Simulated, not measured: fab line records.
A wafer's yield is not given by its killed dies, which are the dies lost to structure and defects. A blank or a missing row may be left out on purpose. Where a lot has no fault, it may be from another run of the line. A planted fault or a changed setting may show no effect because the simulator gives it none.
fab line records / flow rit_cmos
record lots=15 wafers=45 last_day=7
route steps=202 shown NSD@139
lots with no fault: from the same line, run without faults
start_h: hours from the record's opening day to when the first of the lot's shown wafers began / wait_h: hours elapsed since this lot's preceding step / " repeats the value in the row above / L1.1+2: a row that stands for several wafers / - no value, or no start given / * or withheld: withheld / < > ~ a bound
route shown NAME@n: names a module that has steps shown in the file, with the first one's number in the route / usual: the fault-free wafers' mean and standard deviation / same: alike in all rows / chamber/n: place in a boat / sites: per-site readings / _std_site: standard deviation of those values / _edge_site: inner sites' mean taken away from outer sites' mean / radius_mm: for every site, how far away it sits from the centre of the wafer / mask NAME#n: copy n / behind: the most recent tool/chamber to have shaped the wafer / hold: the reason the lot was held/the length of the hold in hours/how it ended / device: which transistor (n, p or np) failed to switch / end of line: the route-end tests of the same wafers / a step given without rows: its recipe and nothing more / killed: dies that structure and defects cost at the first sort, which is not the same as the wafer's yield / map: dies across one wafer; x = killed, . = not, _ = none there
set.NAME: the setting the step ran with; set.NAME@STEP: the setting that earlier step ran with / model.NAME: the simulator's own value behind a step, which no gauge read
a sample of lots followed through the steps of the route, with each step as a table and each wafer as a row
services: from which hour (start_h, from the record's first day; less than 0 if before it) a tool's chamber was out of use, for how many hours, and why
## steps
# step RIT_NSD_IMPLANT_08
# recipe species=P energy_kev=25 dose_cm2=1e+15 tilt_deg=7
# usual dose_ions_cm2=1e+15/9e+11 faraday_current_uA=3119/59
lot.wafer=L689.1 tool=implanter-03 chamber=0 start_h=50.68 wait_h=0.1 dose_ions_cm2=9.999e+14 faraday_current_uA=3186
lot.wafer=L689.4 tool=implanter-03 chamber=0 start_h=50.68 wait_h=0.1 dose_ions_cm2=1e+15 faraday_current_uA=3105
lot.wafer=L689.6 tool=implanter-03 chamber=0 start_h=50.68 wait_h=0.1 dose_ions_cm2=9.978e+14 faraday_current_uA=3074
lot.wafer=L690.2 tool=implanter-02 chamber=0 start_h=57.59 wait_h=0.1 dose_ions_cm2=9.994e+14 faraday_current_uA=3117
lot.wafer=L690.4 tool=implanter-02 chamber=0 start_h=57.59 wait_h=0.1 dose_ions_cm2=9.98e+14 faraday_current_uA=3133
lot.wafer=L690.6 tool=implanter-02 chamber=0 start_h=57.59 wait_h=0.1 dose_ions_cm2=1.0006e+15 faraday_current_uA=3137
lot.wafer=L691.1 tool=implanter-03 chamber=0 start_h=64.17 wait_h=0.1 dose_ions_cm2=1.0004e+15 faraday_current_uA=3059
lot.wafer=L691.3 tool=implanter-03 chamber=0 start_h=64.17 wait_h=0.1 dose_ions_cm2=9.987e+14 faraday_current_uA=3143
lot.wafer=L691.4 tool=implanter-03 chamber=0 start_h=64.17 wait_h=0.1 dose_ions_cm2=9.991e+14 faraday_current_uA=3165
lot.wafer=L692.1 tool=implanter-03 chamber=0 start_h=67.08 wait_h=0.1 dose_ions_cm2=9.996e+14 faraday_current_uA=3058
lot.wafer=L692.4 tool=implanter-03 chamber=0 start_h=67.08 wait_h=0.1 dose_ions_cm2=9.988e+14 faraday_current_uA=3092
lot.wafer=L692.6 tool=implanter-03 chamber=0 start_h=67.08 wait_h=0.1 dose_ions_cm2=9.998e+14 faraday_current_uA=3118
lot.wafer=L693.3 tool=implanter-03 chamber=0 start_h=72.08 wait_h=0.1 dose_ions_cm2=1.0021e+15 faraday_current_uA=3205
lot.wafer=L693.4 tool=implanter-03 chamber=0 start_h=72.08 wait_h=0.1 dose_ions_cm2=9.989e+14 faraday_current_uA=3262
lot.wafer=L693.6 tool=implanter-03 chamber=0 start_h=72.08 wait_h=0.1 dose_ions_cm2=9.996e+14 faraday_current_uA=3103
lot.wafer=L694.3 tool=implanter-04 chamber=0 start_h=78.75 wait_h=0.1 dose_ions_cm2=9.996e+14 faraday_current_uA=3064
lot.wafer=L694.4 tool=implanter-04 chamber=0 start_h=78.75 wait_h=0.1 dose_ions_cm2=1.0015e+15 faraday_current_uA=3141
lot.wafer=L694.6 tool=implanter-04 chamber=0 start_h=78.75 wait_h=0.1 dose_ions_cm2=1.0016e+15 faraday_current_uA=3165
lot.wafer=L695.1 tool=implanter-03 chamber=0 start_h=80.74 wait_h=0.1 dose_ions_cm2=1.0006e+15 faraday_current_uA=3098
lot.wafer=L695.2 tool=implanter-03 chamber=0 start_h=80.74 wait_h=0.1 dose_ions_cm2=9.992e+14 faraday_current_uA=3172
lot.wafer=L695.6 tool=implanter-03 chamber=0 start_h=80.74 wait_h=0.1 dose_ions_cm2=1.0013e+15 faraday_current_uA=3108
lot.wafer=L696.3 tool=implanter-03 chamber=0 start_h=85.43 wait_h=0.1 dose_ions_cm2=9.998e+14 faraday_current_uA=2999
lot.wafer=L696.4 tool=implanter-03 chamber=0 start_h=85.43 wait_h=0.1 dose_ions_cm2=9.993e+14 faraday_current_uA=3121
lot.wafer=L696.5 tool=implanter-03 chamber=0 start_h=85.43 wait_h=0.1 dose_ions_cm2=9.985e+14 faraday_current_uA=3013
lot.wafer=L697.2 tool=implanter-04 chamber=0 start_h=93.79 wait_h=0.1 dose_ions_cm2=9.989e+14 faraday_current_uA=3084
lot.wafer=L697.3 tool=implanter-04 chamber=0 start_h=93.79 wait_h=0.1 dose_ions_cm2=1.0001e+15 faraday_current_uA=3217
lot.wafer=L697.4 tool=implanter-04 chamber=0 start_h=93.79 wait_h=0.1 dose_ions_cm2=1.0014e+15 faraday_current_uA=2950
lot.wafer=L698.1 tool=implanter-03 chamber=0 start_h=102.45 wait_h=0.1 dose_ions_cm2=9.997e+14 faraday_current_uA=3144
lot.wafer=L698.2 tool=implanter-03 chamber=0 start_h=102.45 wait_h=0.1 dose_ions_cm2=1e+15 faraday_current_uA=3266
lot.wafer=L698.3 tool=implanter-03 chamber=0 start_h=102.45 wait_h=0.1 dose_ions_cm2=1.0005e+15 faraday_current_uA=3058
lot.wafer=L705.1 tool=implanter-03 chamber=0 start_h=131.85 wait_h=0.1 dose_ions_cm2=7.132e+14 faraday_current_uA=2219
lot.wafer=L705.3 tool=implanter-03 chamber=0 start_h=131.85 wait_h=0.1 dose_ions_cm2=7.128e+14 faraday_current_uA=2202
lot.wafer=L705.4 tool=implanter-03 chamber=0 start_h=131.85 wait_h=0.1 dose_ions_cm2=7.138e+14 faraday_current_uA=2233
lot.wafer=L706.2 tool=implanter-03 chamber=0 start_h=136.38 wait_h=0.1 dose_ions_cm2=7.128e+14 faraday_current_uA=2222
lot.wafer=L706.3 tool=implanter-03 chamber=0 start_h=136.38 wait_h=0.1 dose_ions_cm2=7.144e+14 faraday_current_uA=2281
lot.wafer=L706.6 tool=implanter-03 chamber=0 start_h=136.38 wait_h=0.1 dose_ions_cm2=7.129e+14 faraday_current_uA=2302
lot.wafer=L707.1 tool=implanter-03 chamber=0 start_h=139.32 wait_h=0.1 dose_ions_cm2=7.127e+14 faraday_current_uA=2203
lot.wafer=L707.3 tool=implanter-03 chamber=0 start_h=139.32 wait_h=0.1 dose_ions_cm2=7.127e+14 faraday_current_uA=2215
lot.wafer=L707.5 tool=implanter-03 chamber=0 start_h=139.32 wait_h=0.1 dose_ions_cm2=7.123e+14 faraday_current_uA=2247
lot.wafer=L710.1 tool=implanter-04 chamber=0 start_h=154.28 wait_h=0.1 dose_ions_cm2=1.0005e+15 faraday_current_uA=3076
lot.wafer=L710.5 tool=implanter-04 chamber=0 start_h=154.28 wait_h=0.1 dose_ions_cm2=1e+15 faraday_current_uA=3108
lot.wafer=L710.6 tool=implanter-04 chamber=0 start_h=154.28 wait_h=0.1 dose_ions_cm2=1.0006e+15 faraday_current_uA=3160
lot.wafer=L712.1 tool=implanter-02 chamber=0 start_h=165.33 wait_h=0.1 dose_ions_cm2=1.0009e+15 faraday_current_uA=3057
lot.wafer=L712.2 tool=implanter-02 chamber=0 start_h=165.33 wait_h=0.1 dose_ions_cm2=1.0001e+15 faraday_current_uA=3124
lot.wafer=L712.6 tool=implanter-02 chamber=0 start_h=165.33 wait_h=0.1 dose_ions_cm2=1.0002e+15 faraday_current_uA=3061
# step RIT_NSD_TW_MEAS_10
# usual NSD_TW=3058/36
lot.wafer=L689.1 tool=film_metro-03 chamber=- start_h=51.01 wait_h=0.1 NSD_TW=3051
lot.wafer=L689.4 tool=film_metro-03 chamber=- start_h=51.01 wait_h=0.1 NSD_TW=3032
lot.wafer=L689.6 tool=film_metro-03 chamber=- start_h=51.01 wait_h=0.1 NSD_TW=3038
lot.wafer=L690.2 tool=film_metro-03 chamber=- start_h=57.90 wait_h=0.1 NSD_TW=3040
lot.wafer=L690.4 tool=film_metro-03 chamber=- start_h=57.90 wait_h=0.1 NSD_TW=3043
lot.wafer=L690.6 tool=film_metro-03 chamber=- start_h=57.90 wait_h=0.1 NSD_TW=3034
lot.wafer=L691.1 tool=film_metro-02 chamber=- start_h=64.49 wait_h=0.1 NSD_TW=3043
lot.wafer=L691.3 tool=film_metro-02 chamber=- start_h=64.49 wait_h=0.1 NSD_TW=3045
lot.wafer=L691.4 tool=film_metro-02 chamber=- start_h=64.49 wait_h=0.1 NSD_TW=3037
lot.wafer=L692.1 tool=film_metro-03 chamber=- start_h=67.40 wait_h=0.1 NSD_TW=3034
lot.wafer=L692.4 tool=film_metro-03 chamber=- start_h=67.40 wait_h=0.1 NSD_TW=3029
lot.wafer=L692.6 tool=film_metro-03 chamber=- start_h=67.40 wait_h=0.1 NSD_TW=3029
lot.wafer=L693.3 tool=film_metro-03 chamber=- start_h=72.37 wait_h=0.1 NSD_TW=3030
lot.wafer=L693.4 tool=film_metro-03 chamber=- start_h=72.37 wait_h=0.1 NSD_TW=3034
lot.wafer=L693.6 tool=film_metro-03 chamber=- start_h=72.37 wait_h=0.1 NSD_TW=3029
lot.wafer=L694.3 tool=film_metro-04 chamber=- start_h=79.04 wait_h=0.1 NSD_TW=3130
lot.wafer=L694.4 tool=film_metro-04 chamber=- start_h=79.04 wait_h=0.1 NSD_TW=3104
lot.wafer=L694.6 tool=film_metro-04 chamber=- start_h=79.04 wait_h=0.1 NSD_TW=3129
lot.wafer=L695.1 tool=film_metro-03 chamber=- start_h=81.07 wait_h=0.1 NSD_TW=3032
lot.wafer=L695.2 tool=film_metro-03 chamber=- start_h=81.07 wait_h=0.1 NSD_TW=3020
lot.wafer=L695.6 tool=film_metro-03 chamber=- start_h=81.07 wait_h=0.1 NSD_TW=3049
lot.wafer=L696.3 tool=film_metro-03 chamber=- start_h=85.72 wait_h=0.1 NSD_TW=3009
lot.wafer=L696.4 tool=film_metro-03 chamber=- start_h=85.72 wait_h=0.1 NSD_TW=3025
lot.wafer=L696.5 tool=film_metro-03 chamber=- start_h=85.72 wait_h=0.1 NSD_TW=3012
lot.wafer=L697.2 tool=film_metro-03 chamber=- start_h=94.10 wait_h=0.1 NSD_TW=3004
lot.wafer=L697.3 tool=film_metro-03 chamber=- start_h=94.10 wait_h=0.1 NSD_TW=3023
lot.wafer=L697.4 tool=film_metro-03 chamber=- start_h=94.10 wait_h=0.1 NSD_TW=3029
lot.wafer=L698.1 tool=film_metro-04 chamber=- start_h=102.77 wait_h=0.1 NSD_TW=3119
lot.wafer=L698.2 tool=film_metro-04 chamber=- start_h=102.77 wait_h=0.1 NSD_TW=3121
lot.wafer=L698.3 tool=film_metro-04 chamber=- start_h=102.77 wait_h=0.1 NSD_TW=3114
lot.wafer=L705.1 tool=film_metro-04 chamber=- start_h=132.18 wait_h=0.1 NSD_TW=2873
lot.wafer=L705.3 tool=film_metro-04 chamber=- start_h=132.18 wait_h=0.1 NSD_TW=2874
lot.wafer=L705.4 tool=film_metro-04 chamber=- start_h=132.18 wait_h=0.1 NSD_TW=2866
lot.wafer=L706.2 tool=film_metro-02 chamber=- start_h=136.69 wait_h=0.1 NSD_TW=2847
lot.wafer=L706.3 tool=film_metro-02 chamber=- start_h=136.69 wait_h=0.1 NSD_TW=2837
lot.wafer=L706.6 tool=film_metro-02 chamber=- start_h=136.69 wait_h=0.1 NSD_TW=2862
lot.wafer=L707.1 tool=film_metro-04 chamber=- start_h=139.64 wait_h=0.1 NSD_TW=2895
lot.wafer=L707.3 tool=film_metro-04 chamber=- start_h=139.64 wait_h=0.1 NSD_TW=2889
lot.wafer=L707.5 tool=film_metro-04 chamber=- start_h=139.64 wait_h=0.1 NSD_TW=2883
lot.wafer=L710.1 tool=film_metro-03 chamber=- start_h=154.60 wait_h=0.1 NSD_TW=3039
lot.wafer=L710.5 tool=film_metro-03 chamber=- start_h=154.60 wait_h=0.1 NSD_TW=3027
lot.wafer=L710.6 tool=film_metro-03 chamber=- start_h=154.60 wait_h=0.1 NSD_TW=3047
lot.wafer=L712.1 tool=film_metro-03 chamber=- start_h=165.65 wait_h=0.1 NSD_TW=3027
lot.wafer=L712.2 tool=film_metro-03 chamber=- start_h=165.65 wait_h=0.1 NSD_TW=3041
lot.wafer=L712.6 tool=film_metro-03 chamber=- start_h=165.65 wait_h=0.1 NSD_TW=3020
# step RIT_SDANNEAL_RS_MEAS_05
# recipe thk_meas_gauge=four-point-probe
# usual NSD_RS=84.6/0.32
lot.wafer=L689.1 tool=film_metro-04 chamber=- start_h=53.21 wait_h=0.1 NSD_RS[ohm/sq]=84.4
lot.wafer=L689.4 tool=film_metro-04 chamber=- start_h=53.21 wait_h=0.1 NSD_RS[ohm/sq]=84.2
lot.wafer=L689.6 tool=film_metro-04 chamber=- start_h=53.21 wait_h=0.1 NSD_RS[ohm/sq]=84.6
lot.wafer=L690.2 tool=film_metro-03 chamber=- start_h=60.05 wait_h=0.1 NSD_RS[ohm/sq]=84.4
lot.wafer=L690.4 tool=film_metro-03 chamber=- start_h=60.05 wait_h=0.1 NSD_RS[ohm/sq]=84.3
lot.wafer=L690.6 tool=film_metro-03 chamber=- start_h=60.05 wait_h=0.1 NSD_RS[ohm/sq]=84.1
lot.wafer=L691.1 tool=film_metro-02 chamber=- start_h=66.65 wait_h=0.1 NSD_RS[ohm/sq]=85.2
lot.wafer=L691.3 tool=film_metro-02 chamber=- start_h=66.65 wait_h=0.1 NSD_RS[ohm/sq]=85.0
lot.wafer=L691.4 tool=film_metro-02 chamber=- start_h=66.65 wait_h=0.1 NSD_RS[ohm/sq]=84.8
lot.wafer=L692.1 tool=film_metro-04 chamber=- start_h=69.60 wait_h=0.1 NSD_RS[ohm/sq]=84.4
lot.wafer=L692.4 tool=film_metro-04 chamber=- start_h=69.60 wait_h=0.1 NSD_RS[ohm/sq]=84.6
lot.wafer=L692.6 tool=film_metro-04 chamber=- start_h=69.60 wait_h=0.1 NSD_RS[ohm/sq]=84.5
lot.wafer=L693.3 tool=film_metro-02 chamber=- start_h=74.44 wait_h=0.1 NSD_RS[ohm/sq]=84.8
lot.wafer=L693.4 tool=film_metro-02 chamber=- start_h=74.44 wait_h=0.1 NSD_RS[ohm/sq]=84.5
lot.wafer=L693.6 tool=film_metro-02 chamber=- start_h=74.44 wait_h=0.1 NSD_RS[ohm/sq]=84.7
lot.wafer=L694.3 tool=film_metro-04 chamber=- start_h=81.36 wait_h=0.1 NSD_RS[ohm/sq]=84.4
lot.wafer=L694.4 tool=film_metro-04 chamber=- start_h=81.36 wait_h=0.1 NSD_RS[ohm/sq]=84.3
lot.wafer=L694.6 tool=film_metro-04 chamber=- start_h=81.36 wait_h=0.1 NSD_RS[ohm/sq]=84.3
lot.wafer=L695.1 tool=film_metro-03 chamber=- start_h=83.23 wait_h=0.1 NSD_RS[ohm/sq]=84.4
lot.wafer=L695.2 tool=film_metro-03 chamber=- start_h=83.23 wait_h=0.1 NSD_RS[ohm/sq]=84.5
lot.wafer=L695.6 tool=film_metro-03 chamber=- start_h=83.23 wait_h=0.1 NSD_RS[ohm/sq]=84.2
lot.wafer=L696.3 tool=film_metro-04 chamber=- start_h=88.04 wait_h=0.1 NSD_RS[ohm/sq]=84.4
lot.wafer=L696.4 tool=film_metro-04 chamber=- start_h=88.04 wait_h=0.1 NSD_RS[ohm/sq]=84.4
lot.wafer=L696.5 tool=film_metro-04 chamber=- start_h=88.04 wait_h=0.1 NSD_RS[ohm/sq]=84.7
lot.wafer=L697.2 tool=film_metro-03 chamber=- start_h=96.42 wait_h=0.1 NSD_RS[ohm/sq]=84.9
lot.wafer=L697.3 tool=film_metro-03 chamber=- start_h=96.42 wait_h=0.1 NSD_RS[ohm/sq]=85.0
lot.wafer=L697.4 tool=film_metro-03 chamber=- start_h=96.42 wait_h=0.1 NSD_RS[ohm/sq]=84.5
lot.wafer=L698.1 tool=film_metro-04 chamber=- start_h=105.02 wait_h=0.1 NSD_RS[ohm/sq]=84.8
lot.wafer=L698.2 tool=film_metro-04 chamber=- start_h=105.02 wait_h=0.1 NSD_RS[ohm/sq]=84.8
lot.wafer=L698.3 tool=film_metro-04 chamber=- start_h=105.02 wait_h=0.1 NSD_RS[ohm/sq]=84.6
lot.wafer=L705.1 tool=film_metro-02 chamber=- start_h=134.48 wait_h=0.1 NSD_RS[ohm/sq]=112.1
lot.wafer=L705.3 tool=film_metro-02 chamber=- start_h=134.48 wait_h=0.1 NSD_RS[ohm/sq]=111.8
lot.wafer=L705.4 tool=film_metro-02 chamber=- start_h=134.48 wait_h=0.1 NSD_RS[ohm/sq]=111.2
lot.wafer=L706.2 tool=film_metro-04 chamber=- start_h=138.82 wait_h=0.1 NSD_RS[ohm/sq]=110.2
lot.wafer=L706.3 tool=film_metro-04 chamber=- start_h=138.82 wait_h=0.1 NSD_RS[ohm/sq]=110.5
lot.wafer=L706.6 tool=film_metro-04 chamber=- start_h=138.82 wait_h=0.1 NSD_RS[ohm/sq]=109.7
lot.wafer=L707.1 tool=film_metro-02 chamber=- start_h=141.72 wait_h=0.1 NSD_RS[ohm/sq]=111.2
lot.wafer=L707.3 tool=film_metro-02 chamber=- start_h=141.72 wait_h=0.1 NSD_RS[ohm/sq]=111.0
lot.wafer=L707.5 tool=film_metro-02 chamber=- start_h=141.72 wait_h=0.1 NSD_RS[ohm/sq]=110.9
lot.wafer=L710.1 tool=film_metro-04 chamber=- start_h=156.93 wait_h=0.1 NSD_RS[ohm/sq]=84.6
lot.wafer=L710.5 tool=film_metro-04 chamber=- start_h=156.93 wait_h=0.1 NSD_RS[ohm/sq]=84.7
lot.wafer=L710.6 tool=film_metro-04 chamber=- start_h=156.93 wait_h=0.1 NSD_RS[ohm/sq]=84.7
lot.wafer=L712.1 tool=film_metro-02 chamber=- start_h=168.14 wait_h=0.1 NSD_RS[ohm/sq]=85.0
lot.wafer=L712.2 tool=film_metro-02 chamber=- start_h=168.14 wait_h=0.1 NSD_RS[ohm/sq]=84.9
lot.wafer=L712.6 tool=film_metro-02 chamber=- start_h=168.14 wait_h=0.1 NSD_RS[ohm/sq]=85.0
## services
tool=implanter-02 chamber=- start_h=59.75 hours=6.0 kind=repair
tool=implanter-02 chamber=- start_h=76.95 hours=4.1 kind=repair
tool=implanter-04 chamber=- start_h=109.03 hours=1.0 kind=repair
tool=implanter-03 chamber=- start_h=128.68 hours=3.1 kind=repair
tool=implanter-04 chamber=- start_h=158.03 hours=3.7 kind=repair
## key
first_sign step=RIT_NSD_IMPLANT_08 reading=dose_ions_cm2 direction=down sigmas=99+ usual=1e+15 struck=7.131e+14
effect step=RIT_NSD_IMPLANT_08 reading=faraday_current_uA direction=down sigmas=15 usual=3119 struck=2236
effect step=RIT_NSD_TW_MEAS_10 reading=NSD_TW direction=down sigmas=5.2 usual=3058 struck=2870
effect step=RIT_SDANNEAL_RS_MEAS_05 reading=NSD_RS direction=up sigmas=83 usual=84.6 struck=110.9
met_at RIT_NSD_IMPLANT_08
struck_lots L705,L706,L707
tester_left_out L705,L706,L707
onset_between 102.45 131.85
fault kind=process_parameter_drift tool=implanter-03 chamber=- onset_h=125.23 steps=RIT_NSD_IMPLANT_08 channel=dose_cm2 offset=-2.8685e+14 shape=step end_h=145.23 acts_in=these_recipes_only stated=1e+15
# tester_left_out: of these lots the tester's yield and bins aren't shown, on N5 and GAA mostly nor the transistor test; their killed dies are dies lost to structure and defects alone, not to doping, threshold or leakage, so they don't give the yield
